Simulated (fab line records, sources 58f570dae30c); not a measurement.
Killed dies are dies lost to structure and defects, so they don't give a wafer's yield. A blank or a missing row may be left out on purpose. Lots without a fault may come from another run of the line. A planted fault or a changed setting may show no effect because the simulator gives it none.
Which tool did it? | flow berkeley_cmos170 | 14 lots, 42 wafers sampled, at 6 steps of a route of 331

WHAT THE GAUGES READ, wafer by wafer
UCB170_V2_OVL_MEAS_13.
lot  | measured     | on         | V2_OVL (nm)
L309 | day 9 09:16  | overlay-02 | 11 9 5
L312 | day 9 09:47  | overlay-01 | 10 3 8
L311 | day 9 11:46  | overlay-01 | 0 -4 10
L314 | day 10 15:29 | overlay-02 | -12 -3 -6
L316 | day 10 17:48 | overlay-01 | 9 3 1
L317 | day 10 18:11 | overlay-02 | 3 3 4
L315 | day 10 18:21 | overlay-01 | 0 -5 -2
L319 | day 11 04:38 | overlay-01 | -3 1 -2
L318 | day 11 04:52 | overlay-01 | 4 0 3
L323 | day 12 21:00 | overlay-01 | -5 -10 -10
L328 | day 13 10:37 | overlay-01 | 6 6 7
L329 | day 13 11:19 | overlay-02 | 1 6 3
L331 | day 13 14:46 | overlay-01 | 0 -4 0
L332 | day 14 02:49 | overlay-01 | -11 -9 4

UCB170_M3_CD_MEAS_90: target cd 700 nm.
lot  | measured     | on        | cd_nm (nm)
L309 | day 9 12:54  | cd_sem-01 | 697 699 695
L312 | day 9 13:22  | cd_sem-02 | 706 700 705
L311 | day 9 15:23  | cd_sem-01 | 696 693 693
L314 | day 10 18:50 | cd_sem-02 | 699 701 696
L316 | day 10 22:19 | cd_sem-01 | 700 696 694
L317 | day 10 23:18 | cd_sem-02 | 699 696 698
L315 | day 10 23:37 | cd_sem-01 | 695 701 701
L319 | day 11 07:50 | cd_sem-02 | 695 700 705
L318 | day 11 08:11 | cd_sem-01 | 680 678 675
L323 | day 13 02:07 | cd_sem-02 | 675 677 679
L328 | day 13 13:39 | cd_sem-01 | 697 697 695
L329 | day 13 14:32 | cd_sem-01 | 704 702 694
L331 | day 13 18:12 | cd_sem-02 | 700 702 698
L332 | day 14 05:50 | cd_sem-01 | 699 704 703

WHICH TOOL RAN EACH LOT (tool, then ch and the chambers of the sampled wafers, then the start)
lot  | UCB170_M2_SPUTTER_01         | UCB170_M2_STRIP_07                   | UCB170_M3_METAL_ETCH_18           | UCB170_M3_STRIP_19
L309 | pvd_sputter-04, day 9 02:02  | plasma_asher-04 ch 0,1, day 9 02:45  | rie_metal-04 ch 1, day 9 12:25    | plasma_asher-01 ch 0,1, day 9 12:47
L312 | pvd_sputter-03, day 9 02:15  | plasma_asher-02 ch 0,1, day 9 03:04  | rie_metal-02 ch 0,1, day 9 13:04  | plasma_asher-01 ch 0,1, day 9 13:16
L311 | pvd_sputter-01, day 9 05:34  | plasma_asher-02 ch 0,1, day 9 06:51  | rie_metal-04 ch 1, day 9 14:58    | plasma_asher-04 ch 0,1, day 9 15:15
L314 | pvd_sputter-01, day 10 10:16 | plasma_asher-01 ch 0,1, day 10 11:01 | rie_metal-03 ch 0,1, day 10 18:35 | plasma_asher-03 ch 0,1, day 10 18:44
L316 | pvd_sputter-03, day 10 12:16 | plasma_asher-01 ch 0,1, day 10 12:58 | rie_metal-02 ch 0,1, day 10 21:48 | plasma_asher-04 ch 0,1, day 10 21:59
L317 | pvd_sputter-04, day 10 12:30 | plasma_asher-02 ch 0,1, day 10 13:40 | rie_metal-04 ch 0,1, day 10 23:02 | plasma_asher-01 ch 0,1, day 10 23:11
L315 | pvd_sputter-01, day 10 12:44 | plasma_asher-01 ch 1, day 10 13:49   | rie_metal-03 ch 0,1, day 10 23:14 | plasma_asher-03 ch 0,1, day 10 23:26
L319 | pvd_sputter-04, day 10 22:38 | plasma_asher-02 ch 0,1, day 10 23:34 | rie_metal-03 ch 0,1, day 11 07:32 | plasma_asher-01 ch 0,1, day 11 07:43
L318 | pvd_sputter-03, day 10 23:34 | plasma_asher-02 ch 0,1, day 11 00:37 | rie_metal-04 ch 0,1, day 11 07:52 | plasma_asher-03 ch 0,1, day 11 08:04
L323 | pvd_sputter-04, day 12 15:10 | plasma_asher-04 ch 0,1, day 12 15:52 | rie_metal-04 ch 0,1, day 13 01:49 | plasma_asher-01 ch 1, day 13 01:59
L328 | pvd_sputter-01, day 13 04:36 | plasma_asher-04 ch 0,1, day 13 05:52 | rie_metal-02 ch 0,1, day 13 13:22 | plasma_asher-03 ch 0,1, day 13 13:33
L329 | pvd_sputter-03, day 13 04:55 | plasma_asher-04 ch 1, day 13 06:10   | rie_metal-03 ch 0,1, day 13 14:16 | plasma_asher-01 ch 0,1, day 13 14:26
L331 | pvd_sputter-03, day 13 09:12 | plasma_asher-01 ch 0,1, day 13 09:55 | rie_metal-02 ch 0,1, day 13 17:53 | plasma_asher-04 ch 0,1, day 13 18:05
L332 | pvd_sputter-04, day 13 21:09 | plasma_asher-02 ch 0,1, day 13 22:08 | rie_metal-02 ch 0,1, day 14 05:35 | plasma_asher-01 ch 0,1, day 14 05:44
- UCB170_M2_SPUTTER_01: material Al, target thk 900 nm, time 120 s.
- UCB170_M2_STRIP_07: strips in O2.
- UCB170_M3_METAL_ETCH_18: etches Al in Cl2/BCl3, stops on SiO2, target depth 1170 nm, time 195 s.
- UCB170_M3_STRIP_19: strips in O2.

WHAT THE TOOLS THEMSELVES READ (means of the sampled wafers that have a number; where no wafer has one, the mark that the record gives instead)
UCB170_M2_SPUTTER_01.
lot  | tool           | throttle_valve_pct (%)
L309 | pvd_sputter-04 | 30.0
L312 | pvd_sputter-03 | 30.0
L311 | pvd_sputter-01 | 29.5
L314 | pvd_sputter-01 | 29.8
L316 | pvd_sputter-03 | 29.9
L317 | pvd_sputter-04 | 29.8
L315 | pvd_sputter-01 | 29.7
L319 | pvd_sputter-04 | 30.7
L318 | pvd_sputter-03 | 30.5
L323 | pvd_sputter-04 | 30.0
L328 | pvd_sputter-01 | 30.6
L329 | pvd_sputter-03 | 31.3
L331 | pvd_sputter-03 | 31.3
L332 | pvd_sputter-04 | 30.0

UCB170_M2_STRIP_07.
lot  | tool            | drypump_motor_current_A (A) | oes_product_au (a.u.) | strip_time_to_endpoint_s (s)
L309 | plasma_asher-04 | 5.3                         | 0.736                 | 22.07
L312 | plasma_asher-02 | 5.8                         | 0.735                 | 21.96
L311 | plasma_asher-02 | 5.8                         | 0.736                 | 22.02
L314 | plasma_asher-01 | 6.0                         | 0.736                 | 22.05
L316 | plasma_asher-01 | 6.0                         | 0.736                 | 22.06
L317 | plasma_asher-02 | 6.0                         | 0.738                 | 22.05
L315 | plasma_asher-01 | 6.1                         | 0.734                 | 21.90
L319 | plasma_asher-02 | 5.9                         | 0.735                 | 22.00
L318 | plasma_asher-02 | 5.8                         | 0.732                 | 22.05
L323 | plasma_asher-04 | 5.3                         | 0.734                 | 21.93
L328 | plasma_asher-04 | 5.2                         | 0.735                 | 21.96
L329 | plasma_asher-04 | 5.4                         | 0.732                 | 22.00
L331 | plasma_asher-01 | 6.0                         | 0.733                 | 21.97
L332 | plasma_asher-02 | 5.9                         | 0.734                 | 22.05

UCB170_M3_METAL_ETCH_18.
lot  | tool         | drypump_motor_current_A (A) | he_backside_leak_sccm (sccm) | oes_product_au (a.u.) | rf_fwd_power_W (W) | throttle_valve_pct (%)
L309 | rie_metal-04 | 6.1                         | 3.57                         | 0.846                 | 597.8              | 24.28
L312 | rie_metal-02 | 5.4                         | 4.10                         | 0.849                 | 600.6              | 24.24
L311 | rie_metal-04 | 6.2                         | 3.66                         | 0.843                 | 596.9              | 24.28
L314 | rie_metal-03 | 6.2                         | 3.81                         | 0.869                 | 597.3              | 24.41
L316 | rie_metal-02 | 5.4                         | 3.32                         | 0.864                 | 599.3              | 24.23
L317 | rie_metal-04 | 5.7                         | 3.38                         | 0.839                 | 598.1              | 24.21
L315 | rie_metal-03 | 6.2                         | 3.39                         | 0.866                 | 597.0              | 24.40
L319 | rie_metal-03 | 5.8                         | 3.32                         | 0.857                 | 595.6              | 24.48
L318 | rie_metal-04 | 5.7                         | 3.35                         | 0.835                 | 840.7              | 24.22
L323 | rie_metal-04 | 5.9                         | 3.45                         | 0.840                 | 837.8              | 24.24
L328 | rie_metal-02 | 5.4                         | 3.42                         | 0.858                 | 595.6              | 24.24
L329 | rie_metal-03 | 5.8                         | 3.32                         | 0.870                 | 599.0              | 24.48
L331 | rie_metal-02 | 5.4                         | 3.37                         | 0.843                 | 599.9              | 24.43
L332 | rie_metal-02 | 5.4                         | 3.29                         | 0.851                 | 598.7              | 24.23

UCB170_M3_STRIP_19.
lot  | tool            | drypump_motor_current_A (A) | oes_product_au (a.u.)
L309 | plasma_asher-01 | 6.0                         | 0.548
L312 | plasma_asher-01 | 6.0                         | 0.552
L311 | plasma_asher-04 | 5.3                         | 0.554
L314 | plasma_asher-03 | 5.6                         | 0.524
L316 | plasma_asher-04 | 5.2                         | 0.557
L317 | plasma_asher-01 | 5.9                         | 0.521
L315 | plasma_asher-03 | 5.7                         | 0.531
L319 | plasma_asher-01 | 6.0                         | 0.537
L318 | plasma_asher-03 | 5.6                         | 0.314
L323 | plasma_asher-01 | 6.2                         | 0.316
L328 | plasma_asher-03 | 5.6                         | 0.552
L329 | plasma_asher-01 | 5.9                         | 0.529
L331 | plasma_asher-04 | 5.3                         | 0.561
L332 | plasma_asher-01 | 5.9                         | 0.556

THE ANSWER, worked out from the rows above alone
Rule: what is usual is taken from the lots themselves. Put in order of their means at a reading, lots are off if they are a third of the lots or fewer, leave a main group of 4 or more, and stand apart from it by a gap of 3 or more times the standard deviation of the main group's means; of several such gaps the widest counts. A main group whose means are all the same, to the digits that the tables above print for the reading, isn't used. A lot without any number at a reading at which 4 lots or more have one is off too. The other lots that the step has rows for count as sound. The gauges are gone through in route order, then the tools' own readings, and for those a lot's mean is taken as printed above. The first step at which some lot is off is used, and at that step the reading that is off furthest; a lot without a number counts as furthest.
Off: L318, L323, at UCB170_M3_CD_MEAS_90 (cd_nm). The main group: mean 699 nm, standard deviation 2.5.
A tool fits if, at a process step before that reading, it ran every lot that is off, and no sound lot after the first of them. The gauges at UCB170_M3_CD_MEAS_90 aren't tried: what is off there is off at UCB170_M3_METAL_ETCH_18 too, on other tools, and a gauge's error can't cause that. One fits: rie_metal-04 at UCB170_M3_METAL_ETCH_18. Its last sound lot is L317 (day 10 23:02), its first lot that is off L318 (day 11 07:52): a fault that began between those two fits.
The tool's own readings at UCB170_M3_METAL_ETCH_18 bear it out: on the lots that are off they differ by more than 5 times the standard deviation of the sound lots' means. rf_fwd_power_W reads 839.2 W there against 598.0 W on the sound lots.

WHAT THE SIMULATOR HAD PUT IN
Process parameter drift: rie_metal-04, from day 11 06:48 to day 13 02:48, at UCB170_M3_METAL_ETCH_18. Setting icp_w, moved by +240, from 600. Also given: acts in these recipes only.
Lots struck among those shown: L318, L323. The rule above found the same.
